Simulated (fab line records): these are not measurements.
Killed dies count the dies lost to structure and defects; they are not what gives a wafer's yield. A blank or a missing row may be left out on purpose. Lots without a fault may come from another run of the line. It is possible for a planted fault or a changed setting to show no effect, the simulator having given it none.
Which tool did it? | flow rit cmos | 15 lots with 45 wafers sampled at 3 steps, on a route of 202 steps

## WHAT THE GAUGES READ, wafer by wafer
RIT_PSD_TW_MEAS_10.
lot  | measured    | on            | PSD_TW
L577 | day 3 03:01 | film metro-02 | 3419 3385 3408
L578 | day 3 06:10 | film metro-02 | 3406 3406 3406
L579 | day 3 10:26 | film metro-02 | 3419 3393 3417
L580 | day 3 17:45 | film metro-02 | 3390 3394 3389
L581 | day 4 01:29 | film metro-04 | 3607 3585 3625
L582 | day 4 04:03 | film metro-04 | 3425 3436 3434
L583 | day 4 09:32 | film metro-01 | 3594 3593 3599
L584 | day 4 12:52 | film metro-04 | 3440 3446 3438
L585 | day 4 23:49 | film metro-02 | 3576 3546 3552
L591 | day 6 01:00 | film metro-02 | 3392 3410 3411
L592 | day 6 08:43 | film metro-01 | 3403 3397 3413
L594 | day 6 16:55 | film metro-02 | 3408 3407 3413
L595 | day 6 20:21 | film metro-01 | 3417 3420 3415
L597 | day 7 05:20 | film metro-04 | 3454 3459 3449
L600 | day 7 20:02 | film metro-04 | 3427 3439 3452

RIT_SDANNEAL_RS_MEAS_04: a four-point-probe measurement.
lot  | measured    | on            | PSD_RS (ohm/sq)
L577 | day 3 03:30 | film metro-01 | 115.7 115.7 115.8
L578 | day 3 06:38 | film metro-04 | 116.0 116.3 116.2
L579 | day 3 10:56 | film metro-02 | 116.1 115.8 116.0
L580 | day 3 18:14 | film metro-01 | 115.6 115.2 115.4
L581 | day 4 01:58 | film metro-02 | 107.7 107.5 107.6
L582 | day 4 04:33 | film metro-01 | 115.7 115.6 115.8
L583 | day 4 10:02 | film metro-04 | 107.7 107.4 107.4
L584 | day 4 13:20 | film metro-02 | 115.3 115.0 115.7
L585 | day 5 01:11 | film metro-01 | 107.3 107.4 107.1
L591 | day 6 01:31 | film metro-04 | 115.9 116.0 115.7
L592 | day 6 09:13 | film metro-01 | 115.8 116.0 115.8
L594 | day 6 17:25 | film metro-01 | 115.9 115.7 116.1
L595 | day 6 20:50 | film metro-01 | 115.3 115.7 115.9
L597 | day 7 05:49 | film metro-02 | 115.9 115.5 115.9
L600 | day 7 20:31 | film metro-01 | 115.9 115.9 115.6

## WHICH TOOL RAN EACH LOT (tool, then ch and the chambers of the sampled wafers, then the start)
lot  | RIT_PSD_IMPLANT_08
L577 | implanter-02 ch 0, day 3 02:41
L578 | implanter-03 ch 0, day 3 05:50
L579 | implanter-02 ch 0, day 3 10:08
L580 | implanter-04 ch 0, day 3 17:25
L581 | implanter-04 ch 0, day 4 00:50
L582 | implanter-03 ch 0, day 4 03:44
L583 | implanter-03 ch 0, day 4 08:55
L584 | implanter-02 ch 0, day 4 12:32
L585 | implanter-02 ch 0, day 4 23:10
L591 | implanter-04 ch 0, day 6 00:41
L592 | implanter-02 ch 0, day 6 08:24
L594 | implanter-03 ch 0, day 6 16:36
L595 | implanter-03 ch 0, day 6 20:02
L597 | implanter-03 ch 0, day 7 05:01
L600 | implanter-02 ch 0, day 7 19:43
- RIT_PSD_IMPLANT_08

## AS READ BY THE TOOLS THEMSELVES (means over the sampled wafers that have a number; for cases with no such wafer, the mark the record gives instead)
The record holds no such reading with a usual standard deviation.

## THE ANSWER, worked out from the rows above alone
Rule: what is usual is taken from the lots themselves. The widest of any qualifying gaps counts: lots, ordered by their means at a reading, are off when they make up no more than a third of the lots, leave a main group of 4 or more, and stand apart from it by 3 or more times the standard deviation of that group's means. A main group whose means are all the same, to the digits that the tables above print for the reading, isn't used. Also off: a lot with no number at a reading for which 4 or more lots have one. Any other lot the step has rows for is counted as sound. The gauges are gone through in route order, then the tools' own readings, and for those a lot's mean is taken as printed above. The first step at which some lot is off is used, and at that step the reading that is off furthest; a lot without a number counts as furthest.
Off: L581, L583, L585, seen at RIT_PSD_TW_MEAS_10 (PSD_TW). Mean 3418 and standard deviation 18 in the main group.
A tool fits if, at a process step before that reading, it ran every lot that is off, and no sound lot after the first of them. Gauges at RIT_PSD_TW_MEAS_10: tried the same way as those tools. Of those tried, none fits.

## WHAT THE SIMULATOR HAD PUT IN
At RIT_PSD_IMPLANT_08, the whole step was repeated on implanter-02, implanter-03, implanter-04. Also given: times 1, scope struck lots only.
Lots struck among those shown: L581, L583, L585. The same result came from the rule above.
